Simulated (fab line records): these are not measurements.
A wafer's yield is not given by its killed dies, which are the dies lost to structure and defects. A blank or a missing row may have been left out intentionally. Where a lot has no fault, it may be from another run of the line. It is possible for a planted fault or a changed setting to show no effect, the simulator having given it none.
Which tool did it? :: flow berkeley cmos170 :: 15 lots, 45 wafers sampled, at 1 step of a route of 331

== WHAT THE GAUGES READ, wafer by wafer ==
No reading from a measuring or inspecting step in the record can be judged against a usual standard deviation.

== EACH LOT AND THE TOOL THAT RAN IT (in order: tool; ch and the chambers of the sampled wafers; start) ==
lot: L695
UCB170_PSD_CLEAN_11: wet bench-01 ch 3, day 7 11:04

lot: L699
UCB170_PSD_CLEAN_11: wet bench-02 ch 1, day 8 09:47

lot: L697
UCB170_PSD_CLEAN_11: wet bench-02 ch 2, day 8 09:58

lot: L698
UCB170_PSD_CLEAN_11: wet bench-03 ch 3, day 8 10:08

lot: L700
UCB170_PSD_CLEAN_11: wet bench-03 ch 0, day 8 13:37

lot: L702
UCB170_PSD_CLEAN_11: wet bench-01 ch 0, day 9 10:45

lot: L704
UCB170_PSD_CLEAN_11: wet bench-01 ch 1, day 9 10:45

lot: L707
UCB170_PSD_CLEAN_11: wet bench-01 ch 1, day 9 23:44

lot: L709
UCB170_PSD_CLEAN_11: wet bench-01 ch 2, day 10 10:35

lot: L710
UCB170_PSD_CLEAN_11: wet bench-01 ch 1, day 10 10:48

lot: L712
UCB170_PSD_CLEAN_11: wet bench-01 ch 1, day 11 03:04

lot: L716
UCB170_PSD_CLEAN_11: wet bench-02 ch 1, day 11 15:35

lot: L715
UCB170_PSD_CLEAN_11: wet bench-02 ch 0, day 11 15:56

lot: L717
UCB170_PSD_CLEAN_11: wet bench-02 ch 0, day 11 15:56

lot: L718
UCB170_PSD_CLEAN_11: wet bench-01 ch 2, day 12 03:52
- UCB170_PSD_CLEAN_11: cleans in SPM, time 600 s.

== WHAT THE TOOLS THEMSELVES READ (means of the sampled wafers that have a number; where no wafer has one, the mark that the record gives instead) ==
UCB170_PSD_CLEAN_11.
lot: L695
tool: wet bench-01
bath guard temp C (C): 120.1
bath heat duty pct (%): 13.3
temp c (C): 120.13

lot: L699
tool: wet bench-02
bath guard temp C (C): 120.6
bath heat duty pct (%): 14.5
temp c (C): 119.89

lot: L697
tool: wet bench-02
bath guard temp C (C): 120.0
bath heat duty pct (%): 12.5
temp c (C): 120.07

lot: L698
tool: wet bench-03
bath guard temp C (C): 119.9
bath heat duty pct (%): 12.1
temp c (C): 119.95

lot: L700
tool: wet bench-03
bath guard temp C (C): 120.4
bath heat duty pct (%): 13.4
temp c (C): 120.02

lot: L702
tool: wet bench-01
bath guard temp C (C): 120.0
bath heat duty pct (%): 14.9
temp c (C): 119.89

lot: L704
tool: wet bench-01
bath guard temp C (C): 120.5
bath heat duty pct (%): 12.3
temp c (C): 119.90

lot: L707
tool: wet bench-01
bath guard temp C (C): -
bath heat duty pct (%): -
temp c (C): -

lot: L709
tool: wet bench-01
bath guard temp C (C): -
bath heat duty pct (%): -
temp c (C): -

lot: L710
tool: wet bench-01
bath guard temp C (C): -
bath heat duty pct (%): -
temp c (C): -

lot: L712
tool: wet bench-01
bath guard temp C (C): 120.2
bath heat duty pct (%): 12.2
temp c (C): 119.83

lot: L716
tool: wet bench-02
bath guard temp C (C): 120.9
bath heat duty pct (%): 14.3
temp c (C): 119.95

lot: L715
tool: wet bench-02
bath guard temp C (C): 120.6
bath heat duty pct (%): 13.7
temp c (C): 119.93

lot: L717
tool: wet bench-02
bath guard temp C (C): 120.6
bath heat duty pct (%): 14.6
temp c (C): 120.03

lot: L718
tool: wet bench-01
bath guard temp C (C): 120.6
bath heat duty pct (%): 11.1
temp c (C): 119.92

== THE ANSWER, worked out from the rows above alone ==
Rule: usual is defined by the lots themselves. The widest of any qualifying gaps counts: lots, ordered by their means at a reading, are off when they make up no more than a third of the lots, leave a main group of 4 or more, and stand apart from it by 3 or more times the standard deviation of that group's means. The tables above print the reading to a certain number of digits; a main group whose means all agree to those digits is not used. A lot without any number at a reading at which 4 lots or more have one is off too. All remaining lots with rows at the step are treated as sound. Order of review: gauges by route order, followed by the tools' own readings, for which a lot's mean as printed above is used. The first step at which some lot is off is used, and at that step the reading that is off furthest; a lot without a number counts as furthest.
Off: L707, L709, L710 (UCB170_PSD_CLEAN_11, bath guard temp C). Without a number there: L707, L709, L710. For the main group the mean is 120.4 C and the standard deviation 0.3.
If a tool, at that step or one of the process steps before it, ran each lot that is off and ran no sound lot following the first of them, it fits. Not one of the candidates tried fits.

== WHAT HAD BEEN PUT IN BY THE SIMULATOR ==
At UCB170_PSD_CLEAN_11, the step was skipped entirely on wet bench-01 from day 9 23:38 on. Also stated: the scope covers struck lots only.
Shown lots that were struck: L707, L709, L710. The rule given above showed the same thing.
